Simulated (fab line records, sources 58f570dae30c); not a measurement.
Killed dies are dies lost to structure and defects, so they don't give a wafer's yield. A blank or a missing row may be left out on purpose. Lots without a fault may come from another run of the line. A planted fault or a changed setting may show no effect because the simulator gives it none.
A struck lot beside a sound one | flow berkeley_cmos170 | 17 steps out of a route of 331
Sound: wafers L286.1, L286.2, L286.3. Struck: wafers L301.2, L301.3, L301.4. The cause comes at the end.
At each step with rows: each side's tool, then ch and its chambers, then its first start. Under that, the readings that differ: sound wafers | struck wafers | difference of the means | sigmas: that difference in standard deviations of wafers without a fault.
alike: readings whose means differ by less than 2 such deviations, and words and numbers that are the same on both sides. not compared: withheld readings, readings that some wafer has no value for, bounds like >300 that may hide the same value, and numbers for which the record gives no deviation and whose values overlap.
The two part at a step that has a row with sigmas, a row that says differs or no value, or rows on one side only. Numbers that don't overlap but have no deviation are shown without sigmas and don't part them. A reading that every wafer of one side lacks parts them only if that side has two wafers or more.

first, 1 step without rows for these wafers: UCB170_PWELL_OXIDATION_02 (target thk 26.4 nm, ox time 1260 s).
UCB170_PWELL_THK_MEAS_03:
  sound on film_metro-04, day 3 11:52; struck on film_metro-02, day 6 09:27
  alike: PWELL_OXIDE_THK
then, 2 steps without rows for these wafers: UCB170_PWELL_ANNEAL_04 (time 900 s); UCB170_PWELL_CVD_05 (deposits Si3N4 from SiH2Cl2/NH3, target thk 220 nm, time 3300 s).
UCB170_PWELL_THK_MEAS_06:
  sound on film_metro-02, day 3 18:10; struck on film_metro-04, day 6 15:54
  reading                | sound             | struck            | difference | sigmas
  PWELL_NITRIDE_THK (nm) | 216.7 217.0 218.7 | 223.6 223.8 223.4 | +6.1       | +4
then, 6 steps without rows for these wafers: UCB170_PWELL_HMDS_07 (prime time 60 s); UCB170_PWELL_COAT_08 (resist thk 900 nm); UCB170_PWELL_SOFTBAKE_09 (time 60 s); UCB170_PWELL_EXPOSE_10 (exposes mask PWELL, target cd 3000 nm); UCB170_PWELL_PEB_11; UCB170_PWELL_DEVELOP_12 (develop time 45 s).
UCB170_PWELL_OVL_MEAS_13:
  sound on overlay-01, day 3 19:37; struck on overlay-01, day 6 16:47
  alike: PWELL_OVL
UCB170_PWELL_ETCH_14: etches Si3N4 in CH3F/Ar/O2, stops on SiO2, target depth 242 nm, time 151 s.
  sound on rie_diel-01 ch 0,1,2, day 3 19:40; struck on rie_diel-02 ch 0,1,2, day 6 16:49
  reading                                      | sound             | struck            | difference | sigmas
  oes_product_au (a.u.)                        | 0.905 0.953 0.929 | 0.812 0.775 0.765 | -0.145     | -7
  model.etch.depth_nm (nm)                     | 216.9 217 218.4   | 159.3 158.7 157.8 | -58.8      |
  model.KrF_of_PWELL_COAT_08.thk_nm (nm)       | 726.3 725.1 724.1 | 782.9 783 784.3   | +58.2      |
  model.SiO2_of_PWELL_OXIDATION_02.thk_nm (nm) | 23.52 23.51 23.27 | 23.95 24 24.59    | +0.75      |
  alike: chamber_pressure_mTorr, drypump_motor_current_A, rf_fwd_power_W, throttle_valve_pct
  not compared: rf_hours_counter_h
then, 1 step without rows for these wafers: UCB170_PWELL_IMPLANT_15.
UCB170_PWELL_STRIP_16: strips in O2.
  sound on plasma_asher-01 ch 0,1, day 3 19:55; struck on plasma_asher-04 ch 0,1, day 6 17:04
  reading                      | sound             | struck            | difference | sigmas
  strip_time_to_endpoint_s (s) | 18.12 18.11 18.09 | 19.48 19.48 19.53 | +1.39      | +20
  alike: chamber_pressure_mTorr, drypump_motor_current_A, oes_product_au
  not compared: rf_hours_counter_h
UCB170_PWELL_TW_MEAS_17:
  sound on film_metro-02, day 3 20:01; struck on film_metro-04, day 6 17:11
  alike: PWELL_TW
UCB170_M3_PROBE_99:
  the record has rows for the sound wafers here (prober-02, day 9 16:42) and none for the struck ones

WHERE THEY PART
First at UCB170_PWELL_THK_MEAS_06; last, within this record, at UCB170_M3_PROBE_99.

WHY: what the simulator had put in
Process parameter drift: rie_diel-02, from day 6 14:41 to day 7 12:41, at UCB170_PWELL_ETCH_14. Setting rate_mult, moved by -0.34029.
